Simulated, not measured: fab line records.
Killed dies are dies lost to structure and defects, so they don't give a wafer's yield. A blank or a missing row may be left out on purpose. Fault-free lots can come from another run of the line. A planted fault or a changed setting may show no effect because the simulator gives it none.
fab line records	flow rit-cmos
record: lots: 5	wafers: 15	last-day: 6
route steps=202 shown SILICIDE@167 CONTACT@168 M1@184
lots that met no fault: from a run of the same line without faults
start-h: hours from the record's first day to the start of the lot's first wafer shown	wait-h: time in hours since the lot's previous step	" repeats the value in the row above	L1.1+2: one row covering several wafers at once	- no value, or no start was given	* or withheld: withheld	< > ~ a bound
route shown NAME@n: names a module that has steps shown in the file, with the first one's number in the route	usual: average and standard deviation across the fault-free wafers	same: alike in all rows	chamber/n: place in a boat	sites: the reading at each site	_std_site: standard deviation across them	_edge_site: mean of outer sites minus mean of inner sites	radius-mm: how far each site lies from the wafer's centre	mask NAME#n: copy n	behind: tool/chamber where the wafer was last shaped	hold: cause of the lot's hold/its duration in hours/its outcome	device: transistor that didn't switch, given as n, p or np	end of line: the tests these same wafers got at the end of their route	for a step that has no rows: nothing shown but its recipe	killed: count of dies lost to structure and defects at first sort (not the wafer's yield)	map: shows each die of a wafer: x if killed, . if not, _ if none is there
set.NAME: setting as actually run; set.NAME@STEP: the setting as run at that earlier step	model.NAME: the simulator's own value behind a step, which no gauge read
certain route steps with their lots: each step a table, each wafer a row
services: the hour from which a tool's chamber was out of use, counted from the record's first day as start-h (under 0 if before that day), plus the number of hours and why
== steps ==
step: RIT_SILICIDE_RTA_06
recipe: temp-c: 750	time-s: 10	idle-temp-c: 25	ramp-up-s: 5	ramp-down-s: 10	cool-to-c: 25	ambient: N2
step: RIT_CONTACT_CVD_00
recipe: material: SiO2	target-thk-nm: 400	precursor: TEOS	temp-c: 390	time-s: 61	rf-w: 400
usual: heater-power-w: 321/63
lot.wafer	tool	chamber	start-h	wait-h	heater-power-w	since-wet-clean-h
L417.1	pecvd-03	0	56.16	0.1	298	1002
L417.2	"	2	"	"	414	1002
L417.3	"	1	"	"	261	1002
L421.1	pecvd-01	2	75.23	0.1	365	226
L421.3	"	0	"	"	261	226
L421.4	"	0	"	"	271	-
L423.1	pecvd-02	0	83.78	0.1	228	1420
L423.4	"	0	"	"	238	-
L423.5	"	1	"	"	305	-
L432.1	pecvd-01	1	126.10	0.1	388	277
L432.2	"	2	"	"	476	277
L432.5	"	0	"	"	224	-
L433.1	pecvd-02	1	131.43	0.1	281	1468
L433.3	"	2	"	"	293	1468
L433.4	"	0	"	"	238	-
step: RIT_CONTACT_THK_MEAS_01
recipe: reads: SiO2_of_CONTACT_CVD_00
usual: CONTACT_TEOS_THK: 401/6.3
lot.wafer	tool	chamber	start-h	wait-h	CONTACT_TEOS_THK[nm]
L417.1	film-metro-04	-	56.21	0.0	393
L417.2	"	-	"	"	392
L417.3	"	-	"	"	403
L421.1	film-metro-03	-	75.28	0.0	396
L421.3	"	-	"	"	403
L421.4	"	-	"	"	409
L423.1	film-metro-01	-	83.83	0.0	399
L423.4	"	-	"	"	413
L423.5	"	-	"	"	402
L432.1	film-metro-01	-	126.15	0.0	400
L432.2	"	-	"	"	399
L432.5	"	-	"	"	408
L433.1	film-metro-04	-	131.48	0.0	397
L433.3	"	-	"	"	391
L433.4	"	-	"	"	403
step: RIT_CONTACT_HMDS_02
recipe: prime-time-s: 60	prime-temp-c: 140
step: RIT_CONTACT_COAT_03
recipe: resist: NOVOLAK	spin-rpm: 3250	resist-thk-nm: 1000
step: RIT_CONTACT_SOFTBAKE_04
recipe: resist: NOVOLAK	temp-c: 90	time-s: 60
step: RIT_CONTACT_EXPOSE_05
recipe: mask-id: M11	na: 0.6	source-shape: conventional	sigma-outer: 0.5	target-cd-nm: 1000	dose-mj: 250
step: RIT_CONTACT_PEB_06
recipe: resist: NOVOLAK	temp-c: withheld	time-s: withheld
step: RIT_CONTACT_DEVELOP_07
recipe: resist: NOVOLAK	develop-time-s: 120	dev-temp-c: 23
step: RIT_CONTACT_CD_MEAS_08
recipe: target-cd-nm: 1000
usual: cd-nm: 999.5/2
lot.wafer	tool	chamber	start-h	wait-h	cd-nm
L417.1	cd-sem-01	-	57.36	-	1001.2
L417.2	"	-	"	"	999.7
L417.3	"	-	"	"	1000.4
L421.1	cd-sem-01	-	76.52	-	1001.4
L421.3	"	-	"	"	1000.5
L421.4	"	-	"	"	1000.7
L423.1	cd-sem-02	-	84.86	-	998.8
L423.4	"	-	"	"	1001.2
L423.5	"	-	"	"	998.4
L432.1	cd-sem-02	-	127.18	-	998.7
L432.2	"	-	"	"	997.4
L432.5	"	-	"	"	1000.2
L433.1	cd-sem-02	-	132.63	-	997.7
L433.3	"	-	"	"	995.6
L433.4	"	-	"	"	997.9
step: RIT_CONTACT_OVL_MEAS_09
usual: CONTACT_OVL: 0.0/1.3
lot.wafer	tool	chamber	start-h	wait-h	CONTACT_OVL[nm]
L417.1	overlay-01	-	57.48	0.1	-0.2
L417.2	"	-	"	"	0.4
L417.3	"	-	"	"	1.5
L421.1	overlay-02	-	76.64	0.1	-1.1
L421.3	"	-	"	"	-1.0
L421.4	"	-	"	"	1.2
L423.1	overlay-01	-	84.98	0.1	1.4
L423.4	"	-	"	"	0.1
L423.5	"	-	"	"	0.2
L432.1	overlay-01	-	127.30	0.1	0.7
L432.2	"	-	"	"	0.9
L432.5	"	-	"	"	1.7
L433.1	overlay-01	-	132.75	0.1	-1.5
L433.3	"	-	"	"	-0.7
L433.4	"	-	"	"	0.3
step: RIT_CONTACT_HARDBAKE_10
recipe: resist: NOVOLAK	temp-c: 140	time-s: 60
step: RIT_CONTACT_ETCH_11
recipe: target-depth-a: 4800	over-etch-frac: 0.2	stop-on: TiSi2	chemistry: CHF3/CF4/Ar	target: SiO2	CHF3_flow_sccm: 50	cf4-flow-sccm: 10	Ar_flow_sccm: 100	O2_flow_sccm: 5	pressure-mtorr: 100	rf-w: 200	time-s: 320
usual: drypump-motor-current-A: 5.5/0.51	oes-product-au: 0.983/0.015	throttle-valve-pct: 8.83/0.13
lot.wafer	tool	chamber	start-h	wait-h	drypump-motor-current-A	oes-product-au	rf-hours-counter-h	throttle-valve-pct
L417.1	rie-diel-03	1	57.66	0.1	5.0	0.974	1	8.70
L417.2	"	3	"	"	5.2	0.979	41	8.74
L417.3	"	0	"	"	5.6	0.981	5	8.99
L421.1	rie-diel-02	2	76.82	0.1	5.3	0.964	8	8.59
L421.3	"	0	"	"	5.3	0.974	101	9.01
L421.4	"	1	"	"	5.3	0.963	0	8.80
L423.1	rie-diel-03	0	85.16	0.1	5.6	0.972	6	9.00
L423.4	"	3	"	"	5.2	0.993	42	8.72
L423.5	"	0	"	"	5.6	0.977	-	8.99
L432.1	rie-diel-01	3	127.49	0.1	4.8	0.982	143	8.76
L432.2	"	2	"	"	6.1	0.998	40	8.93
L432.5	"	1	"	"	5.0	0.990	-	8.81
L433.1	rie-diel-02	0	132.94	0.1	5.3	0.975	102	9.00
L433.3	"	2	"	"	5.3	0.966	9	8.57
L433.4	"	1	"	"	5.4	0.960	1	8.81
step: RIT_CONTACT_STRIP_12
recipe: chemistry: O2	time-s: 180	resist: NOVOLAK	platen-temp-c: withheld	power-w: 500	pressure-mtorr: 4000	o2-flow-sccm: 4000
usual: drypump-motor-current-A: 6.0/0.5	rf-refl-power-W: 6.3/1.3
lot.wafer	tool	chamber	start-h	wait-h	drypump-motor-current-A	rf-hours-counter-h	rf-refl-power-W
L417.1	plasma-asher-02	1	57.86	0.1	6.4	27	8.0
L417.2	"	0	"	"	6.0	27	5.3
L417.3	"	0	"	"	6.1	-	5.2
L421.1	plasma-asher-04	0	77.02	0.1	6.0	43	5.9
L421.3	"	1	"	"	5.4	-	7.8
L421.4	"	0	"	"	6.0	-	6.1
L423.1	plasma-asher-02	1	85.36	0.1	6.4	30	8.0
L423.4	"	1	"	"	6.4	-	8.0
L423.5	"	0	"	"	6.1	-	5.1
L432.1	plasma-asher-04	0	127.68	0.1	6.0	1	5.8
L432.2	"	1	"	"	5.4	1	8.0
L432.5	"	0	"	"	6.0	-	5.9
L433.1	plasma-asher-02	0	133.13	0.1	6.1	36	5.1
L433.3	"	0	"	"	6.1	-	5.2
L433.4	"	1	"	"	6.4	-	7.7
step: RIT_CONTACT_CD_MEAS_90
recipe: target-cd-nm: 1000
usual: cd-nm: 999.6/2.1
lot.wafer	tool	chamber	start-h	wait-h	cd-nm
L417.1	cd-sem-01	-	58.03	0.1	1001.6
L417.2	"	-	"	"	999.0
L417.3	"	-	"	"	1000.8
L421.1	cd-sem-02	-	77.19	0.1	1000.9
L421.3	"	-	"	"	1001.5
L421.4	"	-	"	"	1000.4
L423.1	cd-sem-02	-	85.53	0.1	999.6
L423.4	"	-	"	"	1001.3
L423.5	"	-	"	"	998.7
L432.1	cd-sem-02	-	127.85	0.1	999.0
L432.2	"	-	"	"	997.6
L432.5	"	-	"	"	1000.0
L433.1	cd-sem-02	-	133.31	0.1	998.6
L433.3	"	-	"	"	995.4
L433.4	"	-	"	"	998.1
step: RIT_CONTACT_CLEAN_13
recipe: chemistry: SC1	mix: 3:3:50	time-s: 600	temp-c: 75
step: RIT_CONTACT_CLEAN_14
recipe: chemistry: SC2	mix: 3:3:50	time-s: 600	temp-c: 75	dry: n2-spin
step: RIT_M1_SPUTTER_00
recipe: material: Al	target-thk-nm: 400	power-w: 2000	chamber-pressure-pa: 0.4	gas: Ar	time-s: 500	substrate-temp-c: 25
usual: throttle-valve-pct: 30.0/0.75
lot.wafer	tool	chamber	start-h	wait-h	throttle-valve-pct
L417.1	pvd-sputter-03	-	58.50	0.0	29.7
L417.2	"	-	"	"	29.5
L417.3	"	-	"	"	29.5
L421.1	pvd-sputter-03	-	77.66	0.0	29.8
L421.3	"	-	"	"	29.4
L421.4	"	-	"	"	29.0
L423.1	pvd-sputter-04	-	86.18	0.0	30.1
L423.4	"	-	"	"	30.3
L423.5	"	-	"	"	30.5
L432.1	pvd-sputter-03	-	128.50	0.0	29.5
L432.2	"	-	"	"	29.3
L432.5	"	-	"	"	29.3
L433.1	pvd-sputter-02	-	133.97	0.0	29.8
L433.3	"	-	"	"	30.8
L433.4	"	-	"	"	31.5
step: RIT_M1_RS_MEAS_01
recipe: thk-meas-gauge: four-point-probe	reads: Al_of_M1_SPUTTER_00
usual: M1_AL_RS: 0.0730/0.00067
lot.wafer	tool	chamber	start-h	wait-h	M1_AL_RS[ohm/sq]
L417.1	film-metro-02	-	58.80	0.1	0.0723
L417.2	"	-	"	"	0.0728
L417.3	"	-	"	"	0.0730
L421.1	film-metro-04	-	77.96	0.1	0.0729
L421.3	"	-	"	"	0.0737
L421.4	"	-	"	"	0.0735
L423.1	film-metro-01	-	86.47	0.1	0.0730
L423.4	"	-	"	"	0.0730
L423.5	"	-	"	"	0.0726
L432.1	film-metro-04	-	128.79	0.1	0.0737
L432.2	"	-	"	"	0.0731
L432.5	"	-	"	"	0.0731
L433.1	film-metro-02	-	134.28	0.2	0.0719
L433.3	"	-	"	"	0.0727
L433.4	"	-	"	"	0.0720
step: RIT_M1_THK_MEAS_02
recipe: thk-meas-gauge: xrf	reads: Al_of_M1_SPUTTER_00
usual: M1_AL_THK: 405/3.8
lot.wafer	tool	chamber	start-h	wait-h	M1_AL_THK[nm]
L417.1	film-metro-02	-	58.92	0.1	410
L417.2	"	-	"	"	411
L417.3	"	-	"	"	406
L421.1	film-metro-04	-	78.08	0.1	403
L421.3	"	-	"	"	401
L421.4	"	-	"	"	399
L423.1	film-metro-01	-	86.59	0.1	407
L423.4	"	-	"	"	407
L423.5	"	-	"	"	408
L432.1	film-metro-04	-	128.91	0.1	401
L432.2	"	-	"	"	403
L432.5	"	-	"	"	406
L433.1	film-metro-02	-	134.40	0.1	410
L433.3	"	-	"	"	406
L433.4	"	-	"	"	409
step: RIT_M1_HMDS_03
recipe: prime-time-s: 60	prime-temp-c: 140
step: RIT_M1_COAT_04
recipe: resist: NOVOLAK	spin-rpm: 2000	resist-thk-nm: 1300
step: RIT_M1_SOFTBAKE_05
recipe: resist: NOVOLAK	temp-c: 90	time-s: 60
step: RIT_M1_EXPOSE_06
recipe: mask-id: M12	na: 0.6	source-shape: conventional	sigma-outer: 0.5	target-cd-nm: 2600	dose-mj: 250
step: RIT_M1_PEB_07
recipe: resist: NOVOLAK	temp-c: withheld	time-s: withheld
step: RIT_M1_DEVELOP_08
recipe: resist: NOVOLAK	develop-time-s: 68	dev-temp-c: 23
step: RIT_M1_CD_MEAS_09
recipe: target-cd-nm: 2600
usual: cd-nm: 2600.8/2
lot.wafer	tool	chamber	start-h	wait-h	cd-nm
L417.1	cd-sem-02	-	60.07	-	2598.8
L417.2	"	-	"	"	2598.4
L417.3	"	-	"	"	2602.1
L421.1	cd-sem-01	-	79.02	-	2598.7
L421.3	"	-	"	"	2595.4
L421.4	"	-	"	"	2594.8
L423.1	cd-sem-01	-	87.65	-	2599.5
L423.4	"	-	"	"	2600.1
L423.5	"	-	"	"	2600.9
L432.1	cd-sem-01	-	129.98	-	2601.3
L432.2	"	-	"	"	2601.4
L432.5	"	-	"	"	2601.1
L433.1	cd-sem-01	-	135.47	-	2599.0
L433.3	"	-	"	"	2599.7
L433.4	"	-	"	"	2600.3
step: RIT_M1_OVL_MEAS_10
usual: M1_OVL: -0.2/1.1
lot.wafer	tool	chamber	start-h	wait-h	M1_OVL[nm]
L417.1	overlay-02	-	60.19	0.1	0.1
L417.2	"	-	"	"	0.5
L417.3	"	-	"	"	0.6
L421.1	overlay-01	-	79.14	0.1	0.4
L421.3	"	-	"	"	1.1
L421.4	"	-	"	"	-0.1
L423.1	overlay-02	-	87.78	0.1	-1.0
L423.4	"	-	"	"	0.3
L423.5	"	-	"	"	-0.4
L432.1	overlay-02	-	130.10	0.1	-0.9
L432.2	"	-	"	"	1.6
L432.5	"	-	"	"	-0.6
L433.1	overlay-01	-	135.59	0.1	-0.6
L433.3	"	-	"	"	0.3
L433.4	"	-	"	"	0.4
step: RIT_M1_HARDBAKE_11
recipe: resist: NOVOLAK	temp-c: 140	time-s: 120
step: RIT_M1_METAL_ETCH_12
recipe: stop-on: SiO2	chemistry: Cl2/BCl3	target: Al	time-s: 165	over-etch-frac: 0.5	pressure-mtorr: 100	target-depth-a: 6000	rf-w: 250	Cl2_flow_sccm: 60	bcl3-flow-sccm: 50
usual: drypump-motor-current-A: 5.83/0.28	oes-product-au: 0.782/0.01	throttle-valve-pct: 8.14/0.13
lot.wafer	tool	chamber	start-h	wait-h	drypump-motor-current-A	oes-product-au	rf-hours-counter-h	throttle-valve-pct
L417.1	rie-metal-04	1	60.48	0.2	5.94	0.793	1	8.33
L417.2	"	0	"	"	5.80	0.771	1	7.94
L417.3	"	0	"	"	5.78	0.765	-	7.94
L421.1	rie-metal-02	0	79.42	0.2	6.40	0.784	2	8.18
L421.3	"	0	"	"	6.39	0.781	-	8.19
L421.4	"	1	"	"	5.54	0.775	-	8.13
L423.1	rie-metal-03	0	88.06	0.2	5.67	0.795	37	8.23
L423.4	"	1	"	"	5.59	0.781	-	8.02
L423.5	"	0	"	"	5.67	0.794	-	8.23
L432.1	rie-metal-03	0	130.38	0.2	5.68	0.793	38	8.23
L432.2	"	1	"	"	5.56	0.782	33	8.02
L432.5	"	0	"	"	5.68	0.795	-	8.24
L433.1	rie-metal-02	1	135.87	0.2	5.59	0.772	3	8.12
L433.3	"	0	"	"	6.39	0.789	-	8.20
L433.4	"	1	"	"	5.57	0.781	-	8.13
step: RIT_M1_STRIP_13
recipe: chemistry: nmp	resist: NOVOLAK	temp-c: 80	time-s: 600	dry: n2-spin
step: RIT_M1_STRIP_14
recipe: chemistry: O2	time-s: 180	platen-temp-c: withheld	power-w: 500	pressure-mtorr: 4000	o2-flow-sccm: 4000
usual: drypump-motor-current-A: 5.9/0.55	rf-refl-power-W: 6.2/1.1
lot.wafer	tool	chamber	start-h	wait-h	drypump-motor-current-A	rf-hours-counter-h	rf-refl-power-W
L417.1	plasma-asher-01	0	60.82	0.0	6.6	43	6.1
L417.2	"	1	"	"	5.1	43	4.8
L417.3	"	1	"	"	5.1	-	4.4
L421.1	plasma-asher-04	1	79.76	0.0	5.4	43	7.4
L421.3	"	0	"	"	6.1	-	6.1
L421.4	"	1	"	"	5.4	-	7.6
L423.1	plasma-asher-03	1	88.47	0.0	5.6	43	5.0
L423.4	"	0	"	"	6.5	-	7.2
L423.5	"	1	"	"	5.6	-	4.9
L432.1	plasma-asher-04	1	130.72	0.0	5.4	1	7.8
L432.2	"	0	"	"	6.0	1	6.2
L432.5	"	0	"	"	6.0	-	5.6
L433.1	plasma-asher-04	1	136.23	0.0	5.4	2	7.4
L433.3	"	1	"	"	5.4	-	7.8
L433.4	"	0	"	"	6.0	-	5.9
step: RIT_M1_CD_MEAS_90
recipe: target-cd-nm: 2600
usual: cd-nm: 2601/3.1
lot.wafer	tool	chamber	start-h	wait-h	cd-nm
L417.1	cd-sem-01	-	60.99	0.1	2597
L417.2	"	-	"	"	2598
L417.3	"	-	"	"	2603
L421.1	cd-sem-01	-	79.94	0.1	2600
L421.3	"	-	"	"	2596
L421.4	"	-	"	"	2599
L423.1	cd-sem-02	-	88.65	0.1	2600
L423.4	"	-	"	"	2598
L423.5	"	-	"	"	2600
L432.1	cd-sem-01	-	130.90	0.1	2601
L432.2	"	-	"	"	2600
L432.5	"	-	"	"	2601
L433.1	cd-sem-02	-	136.40	0.1	2601
L433.3	"	-	"	"	2602
L433.4	"	-	"	"	2603
step: RIT_M1_ANNEAL_15
recipe: temp-c: 450	time-s: 1800	ambient: forming_gas_H2N2
step: RIT_M1_BOW_MEAS_16
recipe: mode: bow
usual: M1_BOW: 17/7.1
lot.wafer	tool	chamber	start-h	wait-h	M1_BOW[um]
L417.1	film-metro-04	-	63.40	0.0	12
L417.2	"	-	"	"	19
L417.3	"	-	"	"	20
L421.1	film-metro-01	-	81.56	0.0	24
L421.3	"	-	"	"	6
L421.4	"	-	"	"	23
L423.1	film-metro-04	-	91.80	0.0	37
L423.4	"	-	"	"	18
L423.5	"	-	"	"	21
L432.1	film-metro-04	-	132.52	0.0	20
L432.2	"	-	"	"	13
L432.5	"	-	"	"	19
L433.1	film-metro-04	-	138.35	0.0	30
L433.3	"	-	"	"	18
L433.4	"	-	"	"	20
step: RIT_M1_PROBE_99
usual: killed-at-contacts: 0.1/0.25	killed-at-front-end: 8/3.3	killed-dies: 8/3.3	killed-open: 3.9/2.1	killed-short: 3.8/2.2
same: gross-dies: 264	killed_at_M0_to_M3: 0	killed_at_M4_up: 0	killed-at-back-side: 0	killed-at-other: 0
lot.wafer	tool	chamber	start-h	wait-h	killed-at-contacts	killed-at-front-end	killed-dies	killed-open	killed-short
L421.1	prober-02	-	81.68	0.1	0	12	12	7	5
L421.3	prober-02	-	81.78	0.2	0	7	7	4	3
L421.4	prober-02	-	81.83	0.2	0	10	10	5	5
L423.1	prober-01	-	91.92	0.1	7	13	20	6	7
L423.4	prober-01	-	92.07	0.2	0	2	2	1	1
L423.5	prober-01	-	92.12	0.2	4	7	11	6	1
L432.1	prober-01	-	132.64	0.1	0	5	5	3	2
L432.2	prober-01	-	132.69	0.1	0	8	8	2	6
L432.5	prober-01	-	132.84	0.2	0	8	8	3	5
L433.1	prober-02	-	138.47	0.1	0	16	16	5	11
L433.3	prober-02	-	138.57	0.2	0	6	6	5	1
L433.4	prober-02	-	138.62	0.2	0	5	5	2	3
killed by level:class
L421.1 GATE:geometric-particle:open=4 FOX1:geometric-particle:open=2 GATE:geometric-particle:short=2 FOX1:geometric-particle:short=1 FOX2:geometric-particle:short=1 REOX:geometric-particle:open=1 SILICIDE:geometric-particle:short=1
L421.3 SPACER:geometric-particle:open=2 FOX1:geometric-particle:short=1 GATE:geometric-particle:short=1 GATE:geometric-particle:open=1 SPACER:geometric-particle:short=1 SILICIDE:geometric-particle:open=1
L421.4 FOX1:geometric-particle:short=2 GATE:geometric-particle:open=2 REOX:geometric-particle:short=2 FOX2:geometric-particle:short=1 FOX2:geometric-particle:open=1 SPACER:geometric-particle:open=1 SILICIDE:geometric-particle:open=1
L423.1 CONTACT:unspecified=7 GATE:geometric-particle:open=5 GATE:geometric-particle:short=4 FOX1:geometric-particle:short=2 REOX:geometric-particle:open=1 SPACER:geometric-particle:short=1
L423.4 GATE:geometric-particle:open=1 SILICIDE:geometric-particle:short=1
L423.5 CONTACT:unspecified=4 GATE:geometric-particle:open=2 FOX1:geometric-particle:open=1 REOX:geometric-particle:open=1 REOX:geometric-particle:short=1 SPACER:geometric-particle:open=1 SILICIDE:geometric-particle:open=1
L432.1 GATE:geometric-particle:short=2 GATE:geometric-particle:open=1 SPACER:geometric-particle:open=1 SILICIDE:geometric-particle:open=1
L432.2 GATE:geometric-particle:short=2 SPACER:geometric-particle:short=2 FOX1:geometric-particle:short=1 GATE:geometric-particle:open=1 REOX:geometric-particle:short=1 SILICIDE:geometric-particle:open=1
L432.5 FOX1:geometric-particle:short=2 GATE:geometric-particle:open=2 FOX2:geometric-particle:short=1 GATE:geometric-particle:short=1 SILICIDE:geometric-particle:short=1 SILICIDE:geometric-particle:open=1
L433.1 GATE:geometric-particle:short=4 FOX1:geometric-particle:open=3 SILICIDE:geometric-particle:short=3 GATE:geometric-particle:open=2 FOX1:geometric-particle:short=2 SPACER:geometric-particle:short=2
L433.3 SPACER:geometric-particle:open=3 FOX2:geometric-particle:open=1 REOX:geometric-particle:open=1 SPACER:geometric-particle:short=1
L433.4 GATE:geometric-particle:open=2 GATE:geometric-particle:short=2 SPACER:geometric-particle:short=1
map L423.1 (x killed, . not)
________...x..._______
_____......x......____
____..x.........x..___
___.................__
__.........x........._
__.......x..........._
_......x..............
_.....................
_..x..................
_x..............x.....
__xx...........x....._
__xxx..xx............_
___.................__
____.....x.........___
_____.........x...____
________......._______
map L417.1 (x killed, . not)
________....x.._______
_____.............____
____......x..x.....___
___....x............__
__x...x..x..........._
__..................._
_.....................
_......x..............
_.x...........x.......
_...x.................
__..................._
__..................._
___.................__
____..............x___
_____.............____
________......._______
== services ==
tool	chamber	start-h	hours	kind
rie-diel-01	2	34.05	8.1	repair
pecvd-01	2	40.64	20.0	repair
pecvd-02	0	57.19	5.8	repair
rie-diel-02	1	59.75	-	clean
rie-diel-02	1	59.75	12.9	scheduled-down
rie-diel-02	1	59.75	12.9	vent-cycle
pecvd-02	0	88.36	6.4	repair
rie-metal-03	-	89.51	1.4	pm
pecvd-03	-	90.98	2.8	pm
rie-metal-02	0	91.56	1.2	repair
pecvd-02	1	93.62	6.2	repair
rie-diel-01	-	98.85	2.4	repair
plasma-asher-03	-	99.70	4.1	repair
pvd-sputter-03	-	102.09	3.1	repair
plasma-asher-04	-	108.75	9.0	pm
plasma-asher-04	0	108.75	9.0	vent-cycle
plasma-asher-04	1	108.75	9.0	vent-cycle
pecvd-02	-	109.44	5.5	pm
plasma-asher-01	-	112.34	9.9	pm
plasma-asher-04	0	117.75	-	clean
plasma-asher-04	1	117.75	-	clean
rie-metal-03	-	127.16	1.6	repair
rie-diel-01	2	131.50	3.7	repair
rie-metal-03	-	136.12	20.0	pm
== key ==
first-sign: step: RIT_M1_PROBE_99	reading: killed-at-contacts	direction: up	sigmas: 5.4	usual: 0.1	struck: 5.5
effect none on later readings
met-at RIT_CONTACT_ETCH_11
struck-wafers L423.1,L423.5
tester-left-out L423
onset-between 57.66 85.16
fault: kind: chamber-particle-source	tool: rie-diel-03	chamber: 0	onset-h: 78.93	steps: RIT_CONTACT_ETCH_11	rate-per-visit-cm2: 0.06614	end-h: 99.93
tester-left-out: of these lots the tester's yield and bins aren't shown, on N5 and GAA mostly nor the transistor test; their killed dies are dies lost to structure and defects alone, not to doping, threshold or leakage, so they don't give the yield
